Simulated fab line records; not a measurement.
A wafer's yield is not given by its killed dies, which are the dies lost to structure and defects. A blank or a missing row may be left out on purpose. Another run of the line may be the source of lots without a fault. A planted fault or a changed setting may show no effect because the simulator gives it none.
Which tool was responsible? || flow berkeley_cmos170 || 7 lots, 21 wafers sampled, at 1 step of a route of 331

== WHAT EACH GAUGE READ, for each wafer ==
UCB170_NWELL_THK_MEAS_05.
{"lot": "L296", "measured": "day 2 22:22", "on": "film_metro-01", "NWELL_NITRIDE_THK (nm)": "226.5 225.6 226.7"}
{"lot": "L299", "measured": "day 3 13:41", "on": "film_metro-03", "NWELL_NITRIDE_THK (nm)": "225.1 222.8 224.6"}
{"lot": "L305", "measured": "day 4 21:53", "on": "film_metro-02", "NWELL_NITRIDE_THK (nm)": "225.9 223.9 224.2"}
{"lot": "L307", "measured": "day 5 07:38", "on": "film_metro-02", "NWELL_NITRIDE_THK (nm)": "227.0 227.6 226.3"}
{"lot": "L309", "measured": "day 5 11:43", "on": "film_metro-02", "NWELL_NITRIDE_THK (nm)": "225.7 223.2 223.2"}
{"lot": "L311", "measured": "day 5 23:48", "on": "film_metro-02", "NWELL_NITRIDE_THK (nm)": "224.8 225.9 225.8"}
{"lot": "L314", "measured": "day 6 10:24", "on": "film_metro-02", "NWELL_NITRIDE_THK (nm)": "224.4 226.4 225.1"}

== EACH LOT AND THE TOOL THAT RAN IT (in order: tool; ch and the chambers of the sampled wafers; start) ==
Record: no process step prior to these readings.

== THE ANSWER, worked out from the rows above alone ==
Rule: the usual values come from the lots themselves. Put in order of their means at a reading, lots are off if they are a third of the lots or fewer, leave a main group of 4 or more, and stand apart from it by a gap of 3 or more times the standard deviation of the main group's means; of several such gaps the widest counts. The tables above print the reading to a certain number of digits; a main group whose means all agree to those digits is not used. A lot without any number at a reading at which 4 lots or more have one is off too. All remaining lots with rows at the step are treated as sound.
No lot is off on any of the readings shown, so nothing can be concluded from this.

== WHAT THE SIMULATOR HAD INSERTED ==
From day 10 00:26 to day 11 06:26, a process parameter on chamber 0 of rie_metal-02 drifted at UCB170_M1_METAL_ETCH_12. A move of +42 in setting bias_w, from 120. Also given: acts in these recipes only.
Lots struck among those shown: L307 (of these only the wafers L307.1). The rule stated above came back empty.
